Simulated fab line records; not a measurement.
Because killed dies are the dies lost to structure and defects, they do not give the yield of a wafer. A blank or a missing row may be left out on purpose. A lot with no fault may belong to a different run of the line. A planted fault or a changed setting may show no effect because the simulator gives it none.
Check for tools in common -- flow berkeleyCmos170 -- Lots sampled 14, wafers sampled 42

## THE REASON FOR OPENING IT
UCB170_NLDD_TW_MEAS_11, reading NLDD_TW: flagged on 2 of 14 lots. No-fault wafers: 2208, standard deviation 11.
Rule: a lot gets a flag if all its wafers with a number sit over 4 standard deviations from that mean, or if no wafer of it has a number. The rest of the lots are taken to be sound.

lot,measured,on,"NLDD_TW, wafer by wafer",flag
L197,day 7 03:28,filmMetro-02,2226 2210 2228,
L196,day 7 12:14,filmMetro-03,2210 2201 2201,
L198,day 7 12:20,filmMetro-02,2216 2227 2204,
L200,day 8 09:19,filmMetro-03,2207 2202 2194,
L201,day 9 06:16,filmMetro-03,2203 2205 2209,
L206,day 9 12:32,filmMetro-03,30 30 30,FLAGGED
L209,day 10 10:23,filmMetro-03,30 30 30,FLAGGED
L210,day 10 19:58,filmMetro-01,2205 2192 2210,
L212,day 11 06:31,filmMetro-02,2202 2198 2222,
L211,day 11 06:42,filmMetro-01,2211 2209 2214,
L216,day 11 19:01,filmMetro-03,2214 2214 2208,
L215,day 11 19:05,filmMetro-02,2215 2200 2225,
L214,day 11 20:16,filmMetro-03,2204 2213 2210,
L218,day 12 02:10,filmMetro-03,2202 2203 2199,
Flagged lots average 30: -2178 relative to the usual, that is -99 or more standard deviations.

## EACH LOT AND THE TOOL IT RAN ON
The record keeps 1 process step preceding the reading, out of 331 steps on the route. Each cell gives the tool, then ch followed by the chambers the sampled wafers passed through, then the start.
lot,flag,UCB170_NLDD_DEVELOP_05
L197,,"lithoTrack-02 ch 0, day 7 02:00"
L196,,"lithoTrack-02 ch 0, day 7 11:00"
L198,,"lithoTrack-04 ch 0, day 7 11:00"
L200,,"lithoTrack-03 ch 0, day 8 08:00"
L201,,"lithoTrack-04 ch 0, day 9 05:00"
L206,FLAGGED,"lithoTrack-02 ch 0, day 9 11:00"
L209,FLAGGED,"lithoTrack-02 ch 0, day 10 09:00"
L210,,"lithoTrack-04 ch 0, day 10 19:00"
L212,,"lithoTrack-03 ch 0, day 11 05:00"
L211,,"lithoTrack-04 ch 0, day 11 06:00"
L216,,"lithoTrack-04 ch 0, day 11 18:00"
L215,,"lithoTrack-03 ch 0, day 11 18:00"
L214,,"lithoTrack-04 ch 0, day 11 19:00"
L218,,"lithoTrack-03 ch 0, day 12 01:00"
What is done by these steps:
- UCB170_NLDD_DEVELOP_05: develop time 45 s.
- UCB170_NLDD_TW_MEAS_11

## FLAGGED OVER TOTAL, TOOL BY TOOL (the gauges that took the reading come last)
step,tool,lots run,flagged,share of the flagged lots,sound lots run after its first flagged lot
UCB170_NLDD_DEVELOP_05,lithoTrack-02,4,2,all,0
UCB170_NLDD_DEVELOP_05,lithoTrack-03,4,0,none,-
UCB170_NLDD_DEVELOP_05,lithoTrack-04,6,0,none,-
UCB170_NLDD_TW_MEAS_11,filmMetro-01,2,0,none,-
UCB170_NLDD_TW_MEAS_11,filmMetro-02,4,0,none,-
UCB170_NLDD_TW_MEAS_11,filmMetro-03,8,2,all,"3 (L216,L214,L218)"

## WHAT IS ALLOWED BY THE TABLE
Every flagged lot went through 2 rows of the table: lithoTrack-02 at UCB170_NLDD_DEVELOP_05 and filmMetro-03 at UCB170_NLDD_TW_MEAS_11.
- lithoTrack-02 at UCB170_NLDD_DEVELOP_05 ran 4 lots, 2 of them flagged. Last sound lot L196 at day 7 11:00, first flagged lot L206 at day 9 11:00; a fault beginning in between fits.
- filmMetro-03 at UCB170_NLDD_TW_MEAS_11 ran 8 lots, 2 of them flagged. Sound lots followed the first flagged one (L216, L214, L218) on it, something a lasting fault affecting the whole tool could not allow.
Just one tool remains: lithoTrack-02 at UCB170_NLDD_DEVELOP_05.

## WHAT THE SIMULATOR HAD PUT IN
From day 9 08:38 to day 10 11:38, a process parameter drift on lithoTrack-02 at UCB170_NLDD_DEVELOP_05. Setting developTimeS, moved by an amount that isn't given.
Lots struck among those shown: L206, L209. Same finding as the rule above.
